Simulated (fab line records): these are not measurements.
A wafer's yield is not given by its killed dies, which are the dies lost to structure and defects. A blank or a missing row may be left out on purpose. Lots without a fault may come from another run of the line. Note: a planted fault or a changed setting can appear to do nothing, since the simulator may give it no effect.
fab line records | flow rit_cmos
record: lots: 14 | wafers: 42 | last_day: 7
route steps=202 shown GATE@91 M1@202
lots that met no fault: from a run of the same line without faults
start_h: start of the lot's first displayed wafer, in hours after the record's first day | wait_h: hours since the lot's step before | " same as the row above | L1.1+2: a single row standing in for several wafers | - no value, or no start was given | * or withheld: withheld | < > ~ a bound
route shown NAME@n: a module of which the file shows steps, and the number in the route of the first | usual: average and standard deviation across the fault-free wafers | same: alike in all rows | chamber/n: place in a boat | sites: each site's reading | _std_site: standard deviation of those values | _edge_site: mean of outer sites minus mean of inner sites | radius_mm: for every site, how far away it sits from the centre of the wafer | mask NAME#n: copy n | behind: the tool/chamber that last shaped the wafer | hold: why the lot was held/for how many hours/how that ended | device: which transistor (n, p or np) failed to switch | end of line: tests of these same wafers at the route's end | a step given without rows: its recipe and nothing more | killed: count of dies lost to structure and defects at first sort (not the wafer's yield) | map: dies across one wafer; x = killed, . = not, _ = none there
set.NAME: setting as actually run; set.NAME@STEP: the setting as run at that earlier step | model.NAME: the simulator's own value behind a step, which no gauge read
route steps across a sampled set of lots; one table per step, one row per wafer
== steps ==
step: RIT_GATE_DEVELOP_15
recipe: resist: NOVOLAK | develop_time_s: 50 | dev_temp_c: 23
usual: developer_temp_C: 23.01/0.097 | resist_line_temp_C: 22.99/0.1
lot.wafer | tool           | chamber | start_h | wait_h | developer_temp_C | resist_line_temp_C
L213.4    | litho_track-01 | 0       | 35      | -      | 23.01            | 22.99
L213.5    | "              | 0       | "       | "      | 23.09            | 22.90
L213.6    | "              | 0       | "       | "      | 22.87            | 23.02
L214.2    | litho_track-01 | 0       | 43      | -      | 23.02            | 22.96
L214.5    | "              | 0       | "       | "      | 23.00            | 23.02
L214.6    | "              | 0       | "       | "      | 22.91            | 23.11
L215.2    | litho_track-01 | 0       | 46      | -      | 23.01            | 22.90
L215.4    | "              | 0       | "       | "      | 23.03            | 22.97
L215.5    | "              | 0       | "       | "      | 23.12            | 23.00
L216.1    | litho_track-04 | 0       | 51      | -      | 22.94            | 23.10
L216.5    | "              | 0       | "       | "      | 22.63            | 23.04
L216.6    | "              | 0       | "       | "      | 22.77            | 23.07
L217.1    | litho_track-01 | 0       | 57      | -      | 23.02            | 23.04
L217.4    | "              | 0       | "       | "      | 23.10            | 22.95
L217.6    | "              | 0       | "       | "      | 23.12            | 23.00
L218.1    | litho_track-03 | 0       | 65      | -      | 22.87            | 22.97
L218.4    | "              | 0       | "       | "      | 23.05            | 23.02
L218.6    | "              | 0       | "       | "      | 23.03            | 23.03
L219.3    | litho_track-03 | 0       | 68      | -      | 23.00            | 22.99
L219.5    | "              | 0       | "       | "      | 22.97            | 23.14
L219.6    | "              | 0       | "       | "      | 23.01            | 23.00
L220.2    | litho_track-03 | 0       | 73      | -      | 20.68            | 22.93
L220.3    | "              | 0       | "       | "      | 20.77            | 22.85
L220.4    | "              | 0       | "       | "      | 20.54            | 22.77
L221.1    | litho_track-03 | 0       | 80      | -      | 20.82            | 22.84
L221.3    | "              | 0       | "       | "      | 20.78            | 22.88
L221.4    | "              | 0       | "       | "      | 20.64            | 22.85
L223.2    | litho_track-03 | 0       | 90      | -      | 20.69            | 22.91
L223.4    | "              | 0       | "       | "      | 20.62            | 22.83
L223.6    | "              | 0       | "       | "      | 20.69            | 22.98
L232.1    | litho_track-01 | 0       | 133     | -      | 23.12            | 22.84
L232.2    | "              | 0       | "       | "      | 23.07            | 22.95
L232.3    | "              | 0       | "       | "      | 23.03            | 23.07
L234.2    | litho_track-01 | 0       | 144     | -      | 23.13            | 23.13
L234.3    | "              | 0       | "       | "      | 23.07            | 23.01
L234.6    | "              | 0       | "       | "      | 23.30            | 23.08
L235.1    | litho_track-01 | 0       | 151     | -      | 23.10            | 23.07
L235.2    | "              | 0       | "       | "      | 23.13            | 22.79
L235.5    | "              | 0       | "       | "      | 23.24            | 22.91
L236.1    | litho_track-03 | 0       | 156     | -      | 23.04            | 22.97
L236.2    | "              | 0       | "       | "      | 23.10            | 23.11
L236.4    | "              | 0       | "       | "      | 23.02            | 23.11
step: RIT_GATE_CD_MEAS_16
recipe: target_cd_nm: 150
usual: cd_nm: 149.1/2.4
lot.wafer | tool      | chamber | start_h | wait_h | cd_nm
L213.4    | cd_sem-01 | -       | 35.95   | -      | 151.0
L213.5    | "         | -       | "       | "      | 151.4
L213.6    | "         | -       | "       | "      | 152.5
L214.2    | cd_sem-01 | -       | 43.30   | -      | 146.1
L214.5    | "         | -       | "       | "      | 146.7
L214.6    | "         | -       | "       | "      | 145.9
L215.2    | cd_sem-01 | -       | 46.42   | -      | 152.5
L215.4    | "         | -       | "       | "      | 150.3
L215.5    | "         | -       | "       | "      | 151.0
L216.1    | cd_sem-02 | -       | 51.49   | -      | 150.4
L216.5    | "         | -       | "       | "      | 149.7
L216.6    | "         | -       | "       | "      | 152.2
L217.1    | cd_sem-01 | -       | 57.78   | -      | 150.2
L217.4    | "         | -       | "       | "      | 150.4
L217.6    | "         | -       | "       | "      | 152.6
L218.1    | cd_sem-01 | -       | 65.72   | -      | 147.3
L218.4    | "         | -       | "       | "      | 147.1
L218.6    | "         | -       | "       | "      | 147.4
L219.3    | cd_sem-01 | -       | 68.35   | -      | 149.2
L219.5    | "         | -       | "       | "      | 149.8
L219.6    | "         | -       | "       | "      | 149.8
L220.2    | cd_sem-02 | -       | 73.64   | -      | 133.7
L220.3    | "         | -       | "       | "      | 131.1
L220.4    | "         | -       | "       | "      | 134.7
L221.1    | cd_sem-01 | -       | 81.06   | -      | 137.8
L221.3    | "         | -       | "       | "      | 139.0
L221.4    | "         | -       | "       | "      | 138.6
L223.2    | cd_sem-01 | -       | 90.30   | -      | 139.2
L223.4    | "         | -       | "       | "      | 138.7
L223.6    | "         | -       | "       | "      | 137.0
L232.1    | cd_sem-01 | -       | 133.84  | -      | 148.6
L232.2    | "         | -       | "       | "      | 150.8
L232.3    | "         | -       | "       | "      | 150.1
L234.2    | cd_sem-01 | -       | 144.69  | -      | 145.9
L234.3    | "         | -       | "       | "      | 147.6
L234.6    | "         | -       | "       | "      | 147.4
L235.1    | cd_sem-02 | -       | 151.19  | -      | 147.0
L235.2    | "         | -       | "       | "      | 146.4
L235.5    | "         | -       | "       | "      | 144.9
L236.1    | cd_sem-02 | -       | 156.53  | -      | 152.8
L236.2    | "         | -       | "       | "      | 151.7
L236.4    | "         | -       | "       | "      | 151.6
step: RIT_M1_PROBE_99
usual: killed_at_M0_to_M3: 0.0/0.12 | killed_at_contacts: 0.1/0.24 | killed_at_front_end: 7.1/3 | killed_dies: 7.2/3 | killed_open: 3.7/2 | killed_short: 3.5/2
same: gross_dies: 264 | killed_at_M4_up: 0 | killed_at_back_side: 0 | killed_at_other: 0
lot.wafer | tool      | chamber | start_h | wait_h | killed_at_M0_to_M3 | killed_at_contacts | killed_at_front_end | killed_dies | killed_open | killed_short
L220.3    | prober-02 | -       | 94.94   | 0.2    | 0                  | 0                  | 2                   | 2           | 0           | 1
L220.4    | prober-02 | -       | 94.99   | 0.2    | 0                  | 0                  | 6                   | 6           | 2           | 3
L221.1    | prober-01 | -       | 102.77  | 0.1    | 0                  | 0                  | 9                   | 9           | 4           | 4
L221.3    | prober-01 | -       | 102.87  | 0.2    | 0                  | 0                  | 9                   | 9           | 5           | 4
L221.4    | prober-01 | -       | 102.92  | 0.2    | 0                  | 0                  | 6                   | 6           | 4           | 2
L223.2    | prober-01 | -       | 113.91  | 0.1    | 0                  | 0                  | 13                  | 13          | 5           | 6
L223.4    | prober-01 | -       | 114.01  | 0.2    | 0                  | 0                  | 3                   | 3           | 1           | 2
L223.6    | prober-01 | -       | 114.11  | 0.2    | 0                  | 0                  | 5                   | 5           | 2           | 2
L236.1    | prober-02 | -       | 177.62  | 0.1    | 0                  | 0                  | 11                  | 11          | 4           | 7
L236.2    | prober-02 | -       | 177.67  | 0.1    | 0                  | 1                  | 10                  | 11          | 7           | 4
L236.4    | prober-02 | -       | 177.77  | 0.2    | 0                  | 0                  | 6                   | 6           | 2           | 4
killed by level:class
L220.3 FOX1:geometric_particle:short=1 GATE:area_develop=1
L220.4 GATE:geometric_particle:short=2 FOX1:geometric_particle:open=1 FOX2:geometric_particle:short=1 GATE:geometric_particle:open=1 GATE:area_develop=1
L221.1 REOX:geometric_particle:open=3 GATE:geometric_particle:short=1 GATE:geometric_particle:open=1 REOX:geometric_particle:short=1 SPACER:geometric_particle:short=1 SILICIDE:geometric_particle:short=1 GATE:area_develop=1
L221.3 GATE:geometric_particle:short=2 REOX:geometric_particle:open=2 FOX1:geometric_particle:short=1 GATE:geometric_particle:open=1 REOX:geometric_particle:short=1 SPACER:geometric_particle:open=1 SILICIDE:geometric_particle:open=1
L221.4 SPACER:geometric_particle:open=2 FOX1:geometric_particle:open=1 GATE:geometric_particle:open=1 GATE:geometric_particle:short=1 REOX:geometric_particle:short=1
L223.2 GATE:geometric_particle:short=3 GATE:geometric_particle:open=2 FOX1:geometric_particle:open=1 FOX1:geometric_particle:short=1 REOX:geometric_particle:open=1 SPACER:geometric_particle:open=1 SPACER:geometric_particle:short=1 SILICIDE:geometric_particle:short=1
L223.4 FOX2:geometric_particle:short=1 GATE:geometric_particle:open=1 REOX:geometric_particle:short=1
L223.6 GATE:geometric_particle:open=2 GATE:geometric_particle:short=2 GATE:area_develop=1
L236.1 GATE:geometric_particle:open=3 GATE:geometric_particle:short=3 FOX1:geometric_particle:open=1 FOX2:geometric_particle:short=1 REOX:geometric_particle:short=1 SPACER:geometric_particle:short=1 SILICIDE:geometric_particle:short=1
L236.2 GATE:geometric_particle:open=3 FOX2:geometric_particle:short=2 FOX1:geometric_particle:open=1 FOX2:geometric_particle:open=1 GATE:geometric_particle:short=1 SPACER:geometric_particle:short=1 SILICIDE:geometric_particle:open=1 CONTACT:geometric_particle:open=1
L236.4 FOX2:geometric_particle:short=2 GATE:geometric_particle:open=2 REOX:geometric_particle:short=1 SILICIDE:geometric_particle:short=1
== key ==
first_sign: step: RIT_GATE_DEVELOP_15 | reading: developer_temp_C | direction: down | sigmas: 24 | usual: * | struck: *
effect: step: RIT_GATE_CD_MEAS_16 | reading: cd_nm | direction: down | sigmas: 5.3 | usual: 149.1 | struck: 136.7 | through: control_loop
met_at RIT_GATE_DEVELOP_15
struck_lots L220,L221,L223
tester_left_out L220,L221,L223
loop_trim: step: RIT_GATE_EXPOSE_13 | setting: dose | lots: L221,L223
onset_between 68 73
fault: kind: process_parameter_drift | tool: litho_track-03 | chamber: - | onset_h: 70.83 | steps: RIT_GATE_DEVELOP_15 | channel: dev_temp_c | offset: * | shape: step | end_h: 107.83 | acts_in: * | stated: *
tester_left_out: of these lots the tester's yield and bins aren't shown, on N5 and GAA mostly nor the transistor test; their killed dies are dies lost to structure and defects alone, not to doping, threshold or leakage, so they don't give the yield
loop_trim: a control loop set the setting to another value than it would have without faults
